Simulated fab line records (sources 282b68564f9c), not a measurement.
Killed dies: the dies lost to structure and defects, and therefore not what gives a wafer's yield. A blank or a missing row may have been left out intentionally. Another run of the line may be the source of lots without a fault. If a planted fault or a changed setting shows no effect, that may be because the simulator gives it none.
A lot that was struck, set against a sound lot ; flow rit-cmos ; 15 steps out of a route of 202
Sound: the wafers L232.1, L232.5, L232.6. Wafers struck: L236.2, L236.3, L236.6. Last of all comes the cause.
Order at every step that has rows: each side's tool, ch and its chambers, its first start. Under that, the readings that differ: sound wafers ; struck wafers ; difference of the means ; sigmas: that difference in standard deviations of wafers without a fault.
alike: a reading whose means differ by less than 2 such deviations, as well as words and numbers matching on both sides. not compared: withheld readings; readings where some wafer has no value; bounds like >300 that might hide an equal value; numbers whose values overlap and for which the record gives no deviation.
A row with sigmas, a row that says differs or no value, or rows on one side alone: a step with any of these is where the two part. Non-overlapping numbers with no deviation appear without sigmas and do not part them. A reading that every wafer of one side lacks parts them only if that side has two wafers or more.

first, 4 steps without rows for these wafers: RIT_PLDD_SOFTBAKE_02 (time 60 s); RIT_PLDD_EXPOSE_03 (exposes mask M8, target cd 40900 nm); RIT_PLDD_PEB_04; RIT_PLDD_DEVELOP_05 (develop time 50 s).
RIT_PLDD_OVL_MEAS_06:
  sound on overlay-02 at day 4 05:20; struck on overlay-02 at day 4 15:45
  alike: PLDD_OVL
then, 2 steps without rows for these wafers: RIT_PLDD_HARDBAKE_07 (time 60 s); RIT_PLDD_IMPLANT_08.
RIT_PLDD_STRIP_09: strips in O2, time 180 s.
  sound on plasma-asher-03 ch 0,1, day 4 05:40; struck on plasma-asher-01 ch 0,1, day 4 16:05
  alike: drypump-motor-current-A
  not compared: rf-hours-counter-h
RIT_PLDD_TW_MEAS_10:
  sound on film-metro-02 at day 4 05:50; struck on film-metro-01 at day 4 16:16
  alike: PLDD_TW
then, 3 steps without rows for these wafers: RIT_SPACER_CLEAN_00 (cleans in SC1, time 600 s); RIT_SPACER_CLEAN_01 (cleans in dHF, time 30 s); RIT_SPACER_CLEAN_02 (cleans in SC2, time 600 s).
RIT_SPACER_CVD_03: deposits Si3N4 from SiH2Cl2/NH3, target thk 250 nm, time 3300 s.
  sound on lpcvd-01 ch 1, day 4 06:29; struck on lpcvd-01 ch 0, day 4 17:02
reading;sound;struck;difference;sigmas
spike-tc-centre-C (C);813.6 813.0 812.8;857.8 856.8 857.2;+44.1;+28
spike-tc-load-C (C);838 837 838;883 885 883;+46;+13
spike-tc-source-C (C);831.8 836.4 831.6;873.7 874.2 872.1;+40.1;+17
susceptor-temp-C (C);809.6 810.2 810.4;855.1 855.5 855.5;+45.3;+99 or more
model.Si3N4_of_SPACER_CVD_03.thk-nm (nm);249.8 247.1 250;413.8 415.2 415.6;+165.9;
  alike: pressure-mtorr, zone-power-load-pct
RIT_SPACER_THK_MEAS_04:
  sound on film-metro-03 at day 4 08:24; struck on film-metro-04 at day 4 18:58
reading;sound;struck;difference;sigmas
SPACER_NITRIDE_THK (nm);249.8 247.2 250.0;413.3 415.2 415.5;+165.7;+75
RIT_SPACER_ETCHBACK_05: etches Si3N4 in SF6/CHF3, stops on SiO2, target depth 250 nm, time 240 s.
  sound on rie-diel-04 ch 1,2, day 4 08:28; struck on rie-diel-02 ch 1,2,3, day 4 19:01
reading;sound;struck;difference;sigmas
oes-product-au (a.u.);0.852 0.846 0.844;1.020 0.959 0.963;+0.133;+10
model.Si3N4_of_SPACER_CVD_03.thk-nm (nm);195.5 193.7 195.8;322.4 327.6 326.8;+130.6;
model.etch.depth-nm (nm);249.8 247.1 250;319.5 304.8 308.9;+62.1;
  alike: drypump-motor-current-A, throttle-valve-pct
  not compared: rf-hours-counter-h

== WHERE THEY PART ==
Earliest at RIT_SPACER_CVD_03; latest, in this record, at RIT_SPACER_ETCHBACK_05.

WHY: whatever the simulator had introduced
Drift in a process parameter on lpcvd-01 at RIT_SPACER_CVD_03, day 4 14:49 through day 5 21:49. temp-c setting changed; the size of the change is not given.
